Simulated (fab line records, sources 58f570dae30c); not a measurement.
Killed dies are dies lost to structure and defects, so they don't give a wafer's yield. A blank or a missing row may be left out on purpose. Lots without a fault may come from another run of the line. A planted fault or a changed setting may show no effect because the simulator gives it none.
Which tool did it? | flow berkeley_cmos170 | 6 lots, 18 wafers sampled, at 2 steps of a route of 331

WHAT THE GAUGES READ, wafer by wafer
UCB170_PWELL_THK_MEAS_06.
lot  | measured    | on            | PWELL_NITRIDE_THK (nm)
L661 | day 3 07:55 | film_metro-03 | 221.1 221.2 223.0
L663 | day 4 06:36 | film_metro-01 | 222.2 220.2 221.5
L665 | day 4 06:35 | film_metro-04 | 220.6 218.8 219.6
L669 | day 5 04:44 | film_metro-04 | 220.5 222.9 222.7
L672 | day 5 15:04 | film_metro-04 | 220.3 219.5 221.6
L675 | day 6 08:10 | film_metro-01 | 219.2 221.0 219.6

WHICH TOOL RAN EACH LOT (tool, then ch and the chambers of the sampled wafers, then the start)
lot  | UCB170_ZERO_STRIP_07
L661 | plasma_asher-04 ch 0,1, day 2 02:44
L663 | plasma_asher-02 ch 0,1, day 2 13:07
L665 | plasma_asher-01 ch 0,1, day 2 23:26
L669 | plasma_asher-04 ch 0,1, day 3 21:39
L672 | plasma_asher-02 ch 0,1, day 4 13:19
L675 | plasma_asher-04 ch 0,1, day 5 00:43
- UCB170_ZERO_STRIP_07: strips in O2.

THE ANSWER, worked out from the rows above alone
Rule: what is usual is taken from the lots themselves. Put in order of their means at a reading, lots are off if they are a third of the lots or fewer, leave a main group of 4 or more, and stand apart from it by a gap of 3 or more times the standard deviation of the main group's means; of several such gaps the widest counts. A main group whose means are all the same, to the digits that the tables above print for the reading, isn't used. A lot without any number at a reading at which 4 lots or more have one is off too. The other lots that the step has rows for count as sound.
No lot is off at any reading shown: from this, nothing can be told.

WHAT THE SIMULATOR HAD PUT IN
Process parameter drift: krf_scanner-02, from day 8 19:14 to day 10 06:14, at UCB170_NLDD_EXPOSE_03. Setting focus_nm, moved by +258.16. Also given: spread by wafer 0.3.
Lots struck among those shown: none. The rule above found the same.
